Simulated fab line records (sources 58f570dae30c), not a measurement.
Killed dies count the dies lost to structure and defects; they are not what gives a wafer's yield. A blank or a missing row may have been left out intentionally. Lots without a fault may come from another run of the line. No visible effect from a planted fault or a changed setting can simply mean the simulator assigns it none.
Which of the tools did it?    flow berkeley_cmos170    42 wafers from 14 lots sampled at 4 of the route's 331 steps

WHAT THE GAUGES SHOWED, per wafer
UCB170_V2_BOW_MEAS_03. Usual: V2_BOW 38 um, standard deviation 7.3.
lot   measured      on             V2_BOW (um)  flag
L194  day 8 22:27   film_metro-02  44 53 34     
L195  day 9 12:41   film_metro-04  43 48 47     
L199  day 10 14:06  film_metro-04  33 46 25     
L196  day 10 14:32  film_metro-03  39 43 39     
L197  day 10 14:17  film_metro-02  29 26 39     
L201  day 11 06:12  film_metro-04  43 43 40     
L204  day 12 02:41  film_metro-03  45 44 39     
L203  day 12 06:40  film_metro-02  43 36 33     
L202  day 12 07:31  film_metro-03  30 36 42     
L205  day 13 02:49  film_metro-02  36 37 30     
L206  day 13 01:30  film_metro-03  37 39 28     
L211  day 13 20:10  film_metro-04  33 41 37     
L214  day 15 00:12  film_metro-02  33 38 44     
L217  day 15 02:14  film_metro-03  53 48 42     

UCB170_V2_CD_MEAS_90 targets a cd of 700 nm. Usual: 700.6 nm for cd_nm, sd 1.6.
lot   measured      on         cd_nm (nm)         flag
L194  day 9 00:18   cd_sem-01  700.2 701.2 701.9  
L195  day 9 14:26   cd_sem-01  701.0 698.4 701.2  
L199  day 10 16:35  cd_sem-02  699.9 698.8 698.3  
L196  day 10 16:55  cd_sem-01  702.7 701.8 700.2  
L197  day 10 16:24  cd_sem-02  699.7 701.6 702.1  
L201  day 11 07:51  cd_sem-01  703.1 699.9 701.3  
L204  day 12 06:32  cd_sem-02  700.5 700.0 699.2  
L203  day 12 09:06  cd_sem-01  698.0 698.1 699.2  
L202  day 12 10:22  cd_sem-02  699.2 700.6 697.6  
L205  day 13 04:47  cd_sem-01  699.0 701.9 699.2  
L206  day 13 03:16  cd_sem-02  700.0 701.4 702.3  
L211  day 13 21:55  cd_sem-01  699.2 701.6 701.0  
L214  day 15 04:18  cd_sem-01  699.6 699.4 700.6  
L217  day 15 06:00  cd_sem-02  701.3 701.4 700.2  

UCB170_M3_OVL_MEAS_16. Usual: M3_OVL 1 nm, standard deviation 5.8.
lot   measured      on          M3_OVL (nm)  flag
L194  day 9 02:35   overlay-02  5 -2 7       
L195  day 9 16:34   overlay-01  -2 5 -8      
L199  day 10 19:56  overlay-02  9 5 8        
L196  day 10 19:47  overlay-01  -2 6 5       
L197  day 10 19:40  overlay-01  6 10 3       
L201  day 11 12:50  overlay-02  -3 -1 -10    
L204  day 12 09:47  overlay-01  0 -11 -4     
L203  day 12 12:21  overlay-01  8 8 7        
L202  day 12 13:23  overlay-02  -1 2 3       
L205  day 13 07:03  overlay-01  10 8 7       
L206  day 13 05:29  overlay-01  -12 -6 -10   
L211  day 14 00:52  overlay-02  3 10 3       
L214  day 15 07:45  overlay-02  -1 -4 -2     
L217  day 15 08:31  overlay-01  7 0 16       

EACH LOT AND THE TOOL THAT RAN IT (in order: tool; ch and the chambers of the sampled wafers; start)
lot   UCB170_GATE_ETCH_15
L194  rie_si-01 ch 1,2,3, day 7 11:28
L195  rie_si-02 ch 1,2,3, day 7 23:46
L199  rie_si-02 ch 0,1, day 8 22:08
L196  rie_si-01 ch 0,3, day 8 22:10
L197  rie_si-02 ch 0,2,3, day 8 22:24
L201  rie_si-01 ch 1,2,3, day 9 16:38
L204  rie_si-01 ch 1,2,3, day 10 10:53
L203  rie_si-02 ch 1,3, day 10 11:10
L202  rie_si-01 ch 0,1, day 10 11:26
L205  rie_si-01 ch 1,2, day 11 06:57
L206  rie_si-02 ch 0,1,3, day 11 07:13
L211  rie_si-02 ch 0,1,2, day 12 11:40
L214  rie_si-01 ch 0,2,3, day 13 10:31
L217  rie_si-01 ch 0,1,2, day 13 16:14
- UCB170_GATE_ETCH_15: etches poly-Si in HBr/Cl2, stops on SiO2, time 56.3 s, target depth 278.2 nm.

AS READ BY THE TOOLS THEMSELVES (means over the sampled wafers that have a number; for cases with no such wafer, the mark the record gives instead)
UCB170_GATE_ETCH_15. Usual: drypump_motor_current_A 5.8 A, standard deviation 0.32; oes_product_au 0.828 a.u., standard deviation 0.01; throttle_valve_pct 26.57 %, standard deviation 0.23.
lot   tool       drypump_motor_current_A (A)  oes_product_au (a.u.)  throttle_valve_pct (%)  flag
L194  rie_si-01  5.9                          0.827                  26.68                   
L195  rie_si-02  5.5                          0.843                  26.47                   
L199  rie_si-02  5.9                          0.827                  26.46                   
L196  rie_si-01  5.7                          0.830                  26.37                   
L197  rie_si-02  5.7                          0.833                  26.54                   
L201  rie_si-01  5.9                          0.826                  26.74                   
L204  rie_si-01  5.9                          0.820                  26.74                   
L203  rie_si-02  5.6                          0.839                  26.39                   
L202  rie_si-01  5.8                          0.832                  26.56                   
L205  rie_si-01  5.9                          0.831                  26.92                   
L206  rie_si-02  5.8                          0.826                  26.42                   
L211  rie_si-02  5.6                          0.824                  26.50                   
L214  rie_si-01  6.0                          0.824                  26.52                   
L217  rie_si-01  6.0                          0.831                  26.68                   

THE ANSWER, worked out from the rows above alone
Rule: a lot is off if the mean of its wafers that have a number lies more than 3 standard deviations from the usual mean. Also off: a lot with no number at a reading for which 4 or more lots have one. Where the step has rows for the other lots, those lots are counted as sound. Order of review: gauges by route order, followed by the tools' own readings, for which a lot's mean as printed above is used. At the first step where some lot is off, the reading lying furthest off is the one used; lots without a number count as furthest.
Nothing can be told from this: no lot is off at any reading shown.

WHAT HAD BEEN PUT IN BY THE SIMULATOR
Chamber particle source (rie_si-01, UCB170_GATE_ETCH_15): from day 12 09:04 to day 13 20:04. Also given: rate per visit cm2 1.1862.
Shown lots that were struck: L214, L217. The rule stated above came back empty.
